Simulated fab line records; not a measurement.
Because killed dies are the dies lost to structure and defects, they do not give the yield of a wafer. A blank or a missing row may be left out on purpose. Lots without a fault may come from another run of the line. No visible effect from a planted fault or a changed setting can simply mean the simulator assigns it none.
2 desks looking at one fault    flow berkeley cmos170    what lay behind the numbers comes last; until then each desk has only its own

TOOL OWNER'S DESK, implanter-01
The tool's own readings at UCB170_PFIELD_IMPLANT_07: means of the sampled wafers that have a number, for each lot that ran on this tool. The brackets show how far a lot's mean lies from the usual mean; more than 4 standard deviations puts the lot out of limits, marked OUT.
Columns: A = tilt deg at UCB170_PFIELD_IMPLANT_07, usual 6.998 degrees
lot   first seen here  A
L856  day 4 10:29      7.006
L858  day 5 03:17      6.995
L861  day 5 05:40      6.989
L860  day 5 06:09      7.037
L863  day 6 01:55      7.014
L875  day 8 16:19      7.229 (+10) OUT
L876  day 8 23:33      7.228 (+10) OUT
This desk finds L875, L876 out of limits, L875 being first, at day 8 16:19 (tilt deg at UCB170_PFIELD_IMPLANT_07). In limits: L856, L858, L861, L860, L863.

METROLOGY DESK
What the gauges read for every lot (on any tool): the sampled wafers with a number, averaged. The brackets show how far a lot's mean lies from the usual mean; more than 4 standard deviations puts the lot out of limits, marked OUT.
Columns: A = PWELL_OXIDE_THK at UCB170_PWELL_THK_MEAS_03, usual 26.4 nm; B = cd nm at UCB170_ACTIVE_CD_MEAS_90, usual 1199.5 nm; C = FIELD_OXIDE_THK at UCB170_FIELD_THK_MEAS_02, usual 558 nm
lot   first seen here  A     B       C
L856  day 2 23:07      26.2  1199.3  567
L857  day 3 07:11      25.8  1199.4  548
L858  day 3 09:04      26.0  1202.2  562
L861  day 3 16:55      26.7  1202.6  574
L860  day 3 18:25      27.2  1199.6  547
L862  day 4 06:43      26.6  1199.2  540
L863  day 4 06:43      26.3  1199.6  557
L864  day 4 11:46      26.8  1198.9  551
L866  day 4 22:28      25.9  1200.1  549
L868  day 5 09:47      26.5  1196.5  552
L870  day 6 01:23      25.8  1200.2  563
L873  day 6 13:53      26.3  1198.9  561
L875  day 7 10:08      26.7  1199.6  561
L876  day 7 13:47      26.6  1198.0  565
Finding of this desk: none of the 14 lots has anything out of limits.

PUT TOGETHER
On L875, L876, at day 8 16:19, an alarm was possible from the tool owner's desk.
Nothing out of limits was seen by the metrology desk.
The metrology desk has L875, L876 on record, within its limits.
Of the lots named, all ran UCB170_PFIELD_IMPLANT_07 on implanter-01.

WHAT HAD BEEN PUT IN BY THE SIMULATOR
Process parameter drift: implanter-01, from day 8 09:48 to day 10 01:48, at UCB170_PFIELD_IMPLANT_07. Setting tilt deg shifted by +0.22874 from 7. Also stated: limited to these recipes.
Shown lots that were struck: L875, L876.
How many hours passed from the start of the fault until each desk's first out-of-limits reading: the tool owner's desk, 7.
